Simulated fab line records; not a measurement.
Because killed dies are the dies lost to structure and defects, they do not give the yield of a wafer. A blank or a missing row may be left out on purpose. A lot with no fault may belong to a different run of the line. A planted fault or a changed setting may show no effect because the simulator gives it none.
What tool caused it? || flow berkeley cmos170 || 13 lots, 39 wafers sampled, at 6 steps of a route of 331

## WHAT EACH GAUGE READ, for each wafer
UCB170_ACTIVE_CD_MEAS_90: the cd target is 1200 nm. Usual: cd nm at 1200.5 nm, with a standard deviation of 1.4.
{"lot": "L295", "measured": "day 4 08:42", "on": "cd sem-02", "cd nm (nm)": "1201.1 1199.6 1201.3", "flag": ""}
{"lot": "L298", "measured": "day 4 19:51", "on": "cd sem-02", "cd nm (nm)": "1201.6 1201.3 1200.6", "flag": ""}
{"lot": "L297", "measured": "day 4 20:07", "on": "cd sem-01", "cd nm (nm)": "1201.6 1201.2 1201.8", "flag": ""}
{"lot": "L300", "measured": "day 5 01:49", "on": "cd sem-01", "cd nm (nm)": "1204.0 1203.2 1203.0", "flag": ""}
{"lot": "L301", "measured": "day 5 02:04", "on": "cd sem-02", "cd nm (nm)": "1201.8 1200.0 1201.3", "flag": ""}
{"lot": "L299", "measured": "day 5 02:23", "on": "cd sem-01", "cd nm (nm)": "1200.7 1199.6 1199.0", "flag": ""}
{"lot": "L303", "measured": "day 5 13:14", "on": "cd sem-01", "cd nm (nm)": "1202.7 1201.8 1201.4", "flag": ""}
{"lot": "L302", "measured": "day 5 13:31", "on": "cd sem-01", "cd nm (nm)": "1202.8 1200.3 1201.2", "flag": ""}
{"lot": "L304", "measured": "day 5 18:54", "on": "cd sem-01", "cd nm (nm)": "1197.4 1196.6 1199.2", "flag": ""}
{"lot": "L305", "measured": "day 6 01:28", "on": "cd sem-01", "cd nm (nm)": "1201.3 1198.6 1201.1", "flag": ""}
{"lot": "L306", "measured": "day 6 01:42", "on": "cd sem-02", "cd nm (nm)": "1199.3 1199.4 1198.6", "flag": ""}
{"lot": "L313", "measured": "day 7 21:58", "on": "cd sem-01", "cd nm (nm)": "1198.9 1198.2 1199.3", "flag": ""}
{"lot": "L316", "measured": "day 8 16:02", "on": "cd sem-01", "cd nm (nm)": "1200.1 1198.9 1199.4", "flag": ""}

UCB170_SPACER_THK_MEAS_01. Usual: SPACER_TEOS_THK gives 375 nm (standard deviation 5).
{"lot": "L295", "measured": "day 6 07:25", "on": "film metro-03", "SPACER_TEOS_THK (nm)": "372 376 385", "flag": ""}
{"lot": "L298", "measured": "day 6 11:42", "on": "film metro-02", "SPACER_TEOS_THK (nm)": "375 375 376", "flag": ""}
{"lot": "L297", "measured": "day 6 11:32", "on": "film metro-04", "SPACER_TEOS_THK (nm)": "367 368 382", "flag": ""}
{"lot": "L300", "measured": "day 6 20:31", "on": "film metro-03", "SPACER_TEOS_THK (nm)": "376 381 382", "flag": ""}
{"lot": "L301", "measured": "day 6 20:28", "on": "film metro-02", "SPACER_TEOS_THK (nm)": "373 373 380", "flag": ""}
{"lot": "L299", "measured": "day 6 19:49", "on": "film metro-03", "SPACER_TEOS_THK (nm)": "380 379 382", "flag": ""}
{"lot": "L303", "measured": "day 7 12:08", "on": "film metro-02", "SPACER_TEOS_THK (nm)": "375 368 381", "flag": ""}
{"lot": "L302", "measured": "day 7 13:19", "on": "film metro-04", "SPACER_TEOS_THK (nm)": "369 365 371", "flag": ""}
{"lot": "L304", "measured": "day 7 19:24", "on": "film metro-02", "SPACER_TEOS_THK (nm)": "371 382 373", "flag": ""}
{"lot": "L305", "measured": "day 8 06:59", "on": "film metro-02", "SPACER_TEOS_THK (nm)": "381 368 384", "flag": ""}
{"lot": "L306", "measured": "day 8 07:30", "on": "film metro-04", "SPACER_TEOS_THK (nm)": "369 375 371", "flag": ""}
{"lot": "L313", "measured": "day 9 22:49", "on": "film metro-02", "SPACER_TEOS_THK (nm)": "249 384 251", "flag": "OFF"}
{"lot": "L316", "measured": "day 10 14:12", "on": "film metro-04", "SPACER_TEOS_THK (nm)": "369 365 377", "flag": ""}

UCB170_V2_CD_MEAS_12: the cd target is 700 nm. Usual: cd nm at 699.5 nm, with a standard deviation of 1.3.
{"lot": "L295", "measured": "day 7 16:22", "on": "cd sem-01", "cd nm (nm)": "699.6 700.7 700.6", "flag": ""}
{"lot": "L298", "measured": "day 7 16:38", "on": "cd sem-01", "cd nm (nm)": "697.5 698.6 698.9", "flag": ""}
{"lot": "L297", "measured": "day 7 16:11", "on": "cd sem-02", "cd nm (nm)": "702.1 697.9 700.6", "flag": ""}
{"lot": "L300", "measured": "day 8 05:43", "on": "cd sem-02", "cd nm (nm)": "698.2 699.7 699.9", "flag": ""}
{"lot": "L301", "measured": "day 8 06:23", "on": "cd sem-01", "cd nm (nm)": "699.3 698.3 699.5", "flag": ""}
{"lot": "L299", "measured": "day 8 07:32", "on": "cd sem-02", "cd nm (nm)": "700.3 699.8 699.6", "flag": ""}
{"lot": "L303", "measured": "day 8 19:52", "on": "cd sem-01", "cd nm (nm)": "698.7 699.9 698.3", "flag": ""}
{"lot": "L302", "measured": "day 8 16:49", "on": "cd sem-01", "cd nm (nm)": "702.9 702.7 702.4", "flag": ""}
{"lot": "L304", "measured": "day 8 23:49", "on": "cd sem-01", "cd nm (nm)": "700.1 699.4 698.9", "flag": ""}
{"lot": "L305", "measured": "day 9 11:26", "on": "cd sem-01", "cd nm (nm)": "698.8 698.5 698.6", "flag": ""}
{"lot": "L306", "measured": "day 9 11:11", "on": "cd sem-02", "cd nm (nm)": "698.5 698.4 698.0", "flag": ""}
{"lot": "L313", "measured": "day 11 05:16", "on": "cd sem-01", "cd nm (nm)": "698.0 699.4 698.4", "flag": ""}
{"lot": "L316", "measured": "day 12 04:03", "on": "cd sem-02", "cd nm (nm)": "699.3 699.5 699.3", "flag": ""}

UCB170_V2_OVL_MEAS_13. Usual: V2_OVL gives 5 nm (standard deviation 6.1).
{"lot": "L295", "measured": "day 7 16:29", "on": "overlay-02", "V2_OVL (nm)": "12 10 4", "flag": ""}
{"lot": "L298", "measured": "day 7 16:45", "on": "overlay-01", "V2_OVL (nm)": "11 8 6", "flag": ""}
{"lot": "L297", "measured": "day 7 16:18", "on": "overlay-01", "V2_OVL (nm)": "13 9 17", "flag": ""}
{"lot": "L300", "measured": "day 8 05:50", "on": "overlay-01", "V2_OVL (nm)": "11 6 6", "flag": ""}
{"lot": "L301", "measured": "day 8 06:31", "on": "overlay-01", "V2_OVL (nm)": "6 1 8", "flag": ""}
{"lot": "L299", "measured": "day 8 07:38", "on": "overlay-01", "V2_OVL (nm)": "10 12 8", "flag": ""}
{"lot": "L303", "measured": "day 8 19:59", "on": "overlay-02", "V2_OVL (nm)": "6 7 4", "flag": ""}
{"lot": "L302", "measured": "day 8 16:56", "on": "overlay-01", "V2_OVL (nm)": "-3 6 7", "flag": ""}
{"lot": "L304", "measured": "day 8 23:55", "on": "overlay-02", "V2_OVL (nm)": "15 13 19", "flag": ""}
{"lot": "L305", "measured": "day 9 11:33", "on": "overlay-01", "V2_OVL (nm)": "-3 4 7", "flag": ""}
{"lot": "L306", "measured": "day 9 11:19", "on": "overlay-02", "V2_OVL (nm)": "-2 9 5", "flag": ""}
{"lot": "L313", "measured": "day 11 05:22", "on": "overlay-02", "V2_OVL (nm)": "6 8 13", "flag": ""}
{"lot": "L316", "measured": "day 12 04:10", "on": "overlay-01", "V2_OVL (nm)": "1 3 4", "flag": ""}

## TOOL THAT RAN EACH LOT (tool first, then ch and the chambers of the sampled wafers, then the start)
{"lot": "L295", "UCB170_SPACER_CVD_00": "pecvd-03 ch 1,2, day 6 07:22", "UCB170_SPACER_ETCHBACK_03": "rie diel-01 ch 0,1,2, day 6 10:59"}
{"lot": "L298", "UCB170_SPACER_CVD_00": "pecvd-04 ch 0,1,2, day 6 11:40", "UCB170_SPACER_ETCHBACK_03": "rie diel-01 ch 0,2, day 6 15:19"}
{"lot": "L297", "UCB170_SPACER_CVD_00": "pecvd-01 ch 0,1,2, day 6 11:29", "UCB170_SPACER_ETCHBACK_03": "rie diel-03 ch 1,2,3, day 6 15:19"}
{"lot": "L300", "UCB170_SPACER_CVD_00": "pecvd-03 ch 0,2, day 6 20:28", "UCB170_SPACER_ETCHBACK_03": "rie diel-03 ch 0,2,3, day 7 01:50"}
{"lot": "L301", "UCB170_SPACER_CVD_00": "pecvd-04 ch 0,2, day 6 20:25", "UCB170_SPACER_ETCHBACK_03": "rie diel-01 ch 1,2,3, day 7 01:50"}
{"lot": "L299", "UCB170_SPACER_CVD_00": "pecvd-03 ch 0,1,2, day 6 19:46", "UCB170_SPACER_ETCHBACK_03": "rie diel-02 ch 0,1,2, day 7 01:50"}
{"lot": "L303", "UCB170_SPACER_CVD_00": "pecvd-01 ch 1,2, day 7 12:06", "UCB170_SPACER_ETCHBACK_03": "rie diel-03 ch 0,1,2, day 7 16:25"}
{"lot": "L302", "UCB170_SPACER_CVD_00": "pecvd-04 ch 0,1, day 7 13:16", "UCB170_SPACER_ETCHBACK_03": "rie diel-02 ch 1,2,3, day 7 16:25"}
{"lot": "L304", "UCB170_SPACER_CVD_00": "pecvd-03 ch 0,1,2, day 7 19:21", "UCB170_SPACER_ETCHBACK_03": "rie diel-03 ch 2,3, day 8 00:37"}
{"lot": "L305", "UCB170_SPACER_CVD_00": "pecvd-03 ch 1,2, day 8 06:56", "UCB170_SPACER_ETCHBACK_03": "rie diel-03 ch 0,3, day 8 10:05"}
{"lot": "L306", "UCB170_SPACER_CVD_00": "pecvd-01 ch 1,2, day 8 07:28", "UCB170_SPACER_ETCHBACK_03": "rie diel-01 ch 0,3, day 8 10:05"}
{"lot": "L313", "UCB170_SPACER_CVD_00": "pecvd-03 ch 0,2, day 9 22:46", "UCB170_SPACER_ETCHBACK_03": "rie diel-03 ch 0,1,3, day 10 02:25"}
{"lot": "L316", "UCB170_SPACER_CVD_00": "pecvd-01 ch 0,1,2, day 10 14:10", "UCB170_SPACER_ETCHBACK_03": "rie diel-03 ch 2,3, day 10 17:40"}
- UCB170_SPACER_CVD_00: deposits SiO2 from TEOS/O2, target thk 376 nm, time 47 s.
- UCB170_SPACER_ETCHBACK_03: etches SiO2 in CHF3/CF4/Ar, stops on Si, target depth 376 nm, time 100 s.

## WHAT THE TOOLS THEMSELVES READ (means of the sampled wafers that have a number; where no wafer has one, the mark that the record gives instead)
UCB170_SPACER_CVD_00. Usual: heater power w at 246 W, with a standard deviation of 66.
{"lot": "L295", "tool": "pecvd-03", "heater power w (W)": 199, "flag": ""}
{"lot": "L298", "tool": "pecvd-04", "heater power w (W)": 273, "flag": ""}
{"lot": "L297", "tool": "pecvd-01", "heater power w (W)": 269, "flag": ""}
{"lot": "L300", "tool": "pecvd-03", "heater power w (W)": 239, "flag": ""}
{"lot": "L301", "tool": "pecvd-04", "heater power w (W)": 323, "flag": ""}
{"lot": "L299", "tool": "pecvd-03", "heater power w (W)": 189, "flag": ""}
{"lot": "L303", "tool": "pecvd-01", "heater power w (W)": 253, "flag": ""}
{"lot": "L302", "tool": "pecvd-04", "heater power w (W)": 316, "flag": ""}
{"lot": "L304", "tool": "pecvd-03", "heater power w (W)": 226, "flag": ""}
{"lot": "L305", "tool": "pecvd-03", "heater power w (W)": 204, "flag": ""}
{"lot": "L306", "tool": "pecvd-01", "heater power w (W)": 244, "flag": ""}
{"lot": "L313", "tool": "pecvd-03", "heater power w (W)": 283, "flag": ""}
{"lot": "L316", "tool": "pecvd-01", "heater power w (W)": 256, "flag": ""}

UCB170_SPACER_ETCHBACK_03. Usual: drypump motor current A 5.6 A, standard deviation 0.62; oes product au 0.897 a.u., standard deviation 0.014; throttle valve pct 6.44 %, standard deviation 0.11.
{"lot": "L295", "tool": "rie diel-01", "drypump motor current A (A)": 5.7, "oes product au (a.u.)": 0.908, "throttle valve pct (%)": 6.38, "flag": ""}
{"lot": "L298", "tool": "rie diel-01", "drypump motor current A (A)": 5.3, "oes product au (a.u.)": 0.894, "throttle valve pct (%)": 6.35, "flag": ""}
{"lot": "L297", "tool": "rie diel-03", "drypump motor current A (A)": 5.7, "oes product au (a.u.)": 0.888, "throttle valve pct (%)": 6.53, "flag": ""}
{"lot": "L300", "tool": "rie diel-03", "drypump motor current A (A)": 5.4, "oes product au (a.u.)": 0.897, "throttle valve pct (%)": 6.45, "flag": ""}
{"lot": "L301", "tool": "rie diel-01", "drypump motor current A (A)": 5.7, "oes product au (a.u.)": 0.910, "throttle valve pct (%)": 6.44, "flag": ""}
{"lot": "L299", "tool": "rie diel-02", "drypump motor current A (A)": 5.7, "oes product au (a.u.)": 0.910, "throttle valve pct (%)": 6.31, "flag": ""}
{"lot": "L303", "tool": "rie diel-03", "drypump motor current A (A)": 5.8, "oes product au (a.u.)": 0.887, "throttle valve pct (%)": 6.52, "flag": ""}
{"lot": "L302", "tool": "rie diel-02", "drypump motor current A (A)": 5.7, "oes product au (a.u.)": 0.884, "throttle valve pct (%)": 6.38, "flag": ""}
{"lot": "L304", "tool": "rie diel-03", "drypump motor current A (A)": 5.8, "oes product au (a.u.)": 0.899, "throttle valve pct (%)": 6.52, "flag": ""}
{"lot": "L305", "tool": "rie diel-03", "drypump motor current A (A)": 4.9, "oes product au (a.u.)": 0.891, "throttle valve pct (%)": 6.40, "flag": ""}
{"lot": "L306", "tool": "rie diel-01", "drypump motor current A (A)": 5.2, "oes product au (a.u.)": 0.906, "throttle valve pct (%)": 6.51, "flag": ""}
{"lot": "L313", "tool": "rie diel-03", "drypump motor current A (A)": 5.3, "oes product au (a.u.)": 0.747, "throttle valve pct (%)": 6.45, "flag": "OFF"}
{"lot": "L316", "tool": "rie diel-03", "drypump motor current A (A)": 5.8, "oes product au (a.u.)": 0.887, "throttle valve pct (%)": 6.51, "flag": ""}

## THE ANSWER, worked out from the rows above alone
Rule: a lot is off if the mean of its wafers that have a number lies more than 3 standard deviations from the usual mean. A lot without any number at a reading at which 4 lots or more have one is off too. Where the step has rows for the other lots, those lots are counted as sound. First the gauges in route order, then the tools' own readings, where a lot's mean is used as printed above. At the first step where some lot is off, the reading lying furthest off is the one used; lots without a number count as furthest.
Off: L313, at UCB170_SPACER_THK_MEAS_01 (SPACER_TEOS_THK).
A tool fits if, at a process step before that reading, it ran every lot that is off, and no sound lot after the first of them. Not tried: the gauges at UCB170_SPACER_THK_MEAS_01; whatever is off there is also off at UCB170_SPACER_ETCHBACK_03, on other tools, and gauge error can't account for it. One fits: UCB170_SPACER_CVD_00 on pecvd-03. Its last sound lot is L305 (day 8 06:56), its first lot that is off L313 (day 9 22:46): a fault that began between those two fits.

## WHAT HAD BEEN PUT IN BY THE SIMULATOR
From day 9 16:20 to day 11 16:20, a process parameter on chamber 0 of pecvd-03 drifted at UCB170_SPACER_CVD_00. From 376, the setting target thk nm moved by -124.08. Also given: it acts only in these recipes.
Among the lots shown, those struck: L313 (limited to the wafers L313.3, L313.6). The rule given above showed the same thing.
